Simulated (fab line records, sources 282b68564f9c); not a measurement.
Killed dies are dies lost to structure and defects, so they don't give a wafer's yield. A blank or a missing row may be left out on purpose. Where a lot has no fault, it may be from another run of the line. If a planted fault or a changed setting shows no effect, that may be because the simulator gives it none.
What tool caused it?	flow ritCmos	7 lots, 21 wafers sampled, at 4 steps of a route of 202

== WHAT THE GAUGES READ, wafer by wafer ==
RIT_M1_THK_MEAS_02: measures by xrf.
lot	measured	on	M1_AL_THK (nm)
L834	day 4 00:40	filmMetro-04	419 417 420
L837	day 4 15:02	filmMetro-03	421 419 422
L839	day 5 01:08	filmMetro-01	421 421 423
L842	day 5 15:29	filmMetro-01	417 423 423
L844	day 5 23:00	filmMetro-01	423 423 422
L852	day 7 08:07	filmMetro-01	423 424 423
L854	day 7 23:44	filmMetro-01	428 427 422

== EACH LOT AND THE TOOL THAT RAN IT (in order: tool; ch and the chambers of the sampled wafers; start) ==
lot	RIT_ACTIVE_COAT_06	RIT_NWELL_STRIP_09	RIT_NRETRO_STRIP_09
L834	lithoTrack-04 ch 0, day 1 20:10	plasmaAsher-01 ch 0,1, day 2 04:42	plasmaAsher-01 ch 0,1, day 2 15:01
L837	lithoTrack-03 ch 0, day 2 10:17	plasmaAsher-02 ch 0,1, day 2 19:16	plasmaAsher-01 ch 0,1, day 3 06:37
L839	lithoTrack-03 ch 0, day 2 20:40	plasmaAsher-04 ch 0,1, day 3 09:58	plasmaAsher-03 ch 0,1, day 3 20:41
L842	lithoTrack-03 ch 0, day 3 14:35	plasmaAsher-04 ch 0,1, day 4 01:21	plasmaAsher-03 ch 0,1, day 4 11:29
L844	lithoTrack-02 ch 0, day 3 23:51	plasmaAsher-01 ch 0,1, day 4 10:11	plasmaAsher-04 ch 0,1, day 4 19:31
L852	lithoTrack-02 ch 0, day 5 13:31	plasmaAsher-01 ch 0,1, day 5 21:47	plasmaAsher-03 ch 0,1, day 6 07:38
L854	lithoTrack-03 ch 0, day 6 00:05	plasmaAsher-02 ch 0,1, day 6 09:21	plasmaAsher-04 ch 0,1, day 6 18:21
- RIT_ACTIVE_COAT_06: resist thk 1000 nm.
- RIT_NWELL_STRIP_09: strips in O2, time 180 s.
- RIT_NRETRO_STRIP_09: strips in O2, time 180 s.

== THE ANSWER, worked out from the rows above alone ==
Rule: what is usual is taken from the lots themselves. The widest of any qualifying gaps counts: lots, ordered by their means at a reading, are off when they make up no more than a third of the lots, leave a main group of 4 or more, and stand apart from it by 3 or more times the standard deviation of that group's means. The tables above print the reading to a certain number of digits; a main group whose means all agree to those digits is not used. Also off: a lot with no number at a reading for which 4 or more lots have one. The other lots that the step has rows for count as sound.
No lot is off on any of the readings shown, so nothing can be concluded from this.

== WHAT THE SIMULATOR HAD PUT IN ==
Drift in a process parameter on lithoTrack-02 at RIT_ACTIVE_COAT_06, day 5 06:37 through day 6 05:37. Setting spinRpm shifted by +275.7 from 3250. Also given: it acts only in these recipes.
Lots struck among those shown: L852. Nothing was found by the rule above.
